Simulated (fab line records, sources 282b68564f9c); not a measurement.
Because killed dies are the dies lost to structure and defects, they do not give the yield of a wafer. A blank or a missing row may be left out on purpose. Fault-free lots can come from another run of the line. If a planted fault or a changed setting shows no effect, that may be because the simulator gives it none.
8D (eight disciplines) problem report, filled in by code	flow rit cmos	the parts of the form that need people (team, actions taken, sign-off) are left out

== 1. WHAT IS WRONG ==
At RIT_M1_PROBE_99, killed at front end averages 36.8 over 9 wafers from 3 lots, while fault-free wafers read 6.6, standard deviation 3. Measured from the usual mean, that is +10 standard deviations.
Seen first at day 6 22:07 on prober-02, wafer L890.3. Wafers with a number at this step in the record: 18, from 6 lots. The rule behind "out" and "out of limits": a value lying over 4 standard deviations away from the usual mean. All remaining wafers that have a number are taken as sound.

== 2. WHAT IT IS; WHAT IT IS NOT ==
question	is	is not
which readings at this step	killed at front end, killed dies, killed on rim	killed short
which lots	L890, L891, L894	L885, L887, L889
which wafers of those lots	all that have a number	-
read on which tools	prober-01, prober-02	-
when	from day 6 22:07	up to then (9 sound wafers)

== 3. SUSPECTS, AND WHAT RULES EACH OUT ==
Counting: any tool at a process step up to the reading is kept as a suspect provided that every lot that is out went through it and no sound lot did after the first of them.
- wet bench-03 at RIT_SPACER_CLEAN_01 (cleans in dHF, time 30 s): kept. It processed each lot that is out, first L890 at day 6 07:26, and no sound lot thereafter; up to then, the last sound lot it processed was L889 at day 6 04:46.
The count leaves wet bench-03 at RIT_SPACER_CLEAN_01.

== 4. THE CAUSE (what the simulator had put in) ==
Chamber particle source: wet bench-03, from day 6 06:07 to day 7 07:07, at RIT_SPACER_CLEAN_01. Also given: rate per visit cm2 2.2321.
This tool alone remained once counting was done.

== 5. SEQUENCE OF EFFECTS, ordered by route ==
Rows list readings where the struck wafers' mean (over those with a number) sits beyond 3 standard deviations from the usual. Readings are gone through only where the record gives a usual standard deviation; hours: the median, over the lots, of the time from a lot's start at the first step in this table giving one to that lot's start at this step; sigmas: the change measured in usual standard deviations.
hours	step	reading	usual	on struck wafers	change	sigmas
0	RIT_M1_PROBE_99	killed at front end	6.6	36.8	+30.2	+10
0	RIT_M1_PROBE_99	killed dies	6.6	36.9	+30.3	+10
0	RIT_M1_PROBE_99	killed on rim	1.8	11.3	+9.5	+6.8
Process steps it contains:
- RIT_M1_PROBE_99

== 6. WHAT WOULD HAVE CAUGHT IT SOONER ==
First out-of-limits reading in this record: day 6 22:07, which is 16 hours after fault onset at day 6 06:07.
L894, from the lots that are out (3), started RIT_SPACER_CLEAN_01 on wet bench-03 later than day 6 22:07. Had the tool been put on hold then, it would have been spared.
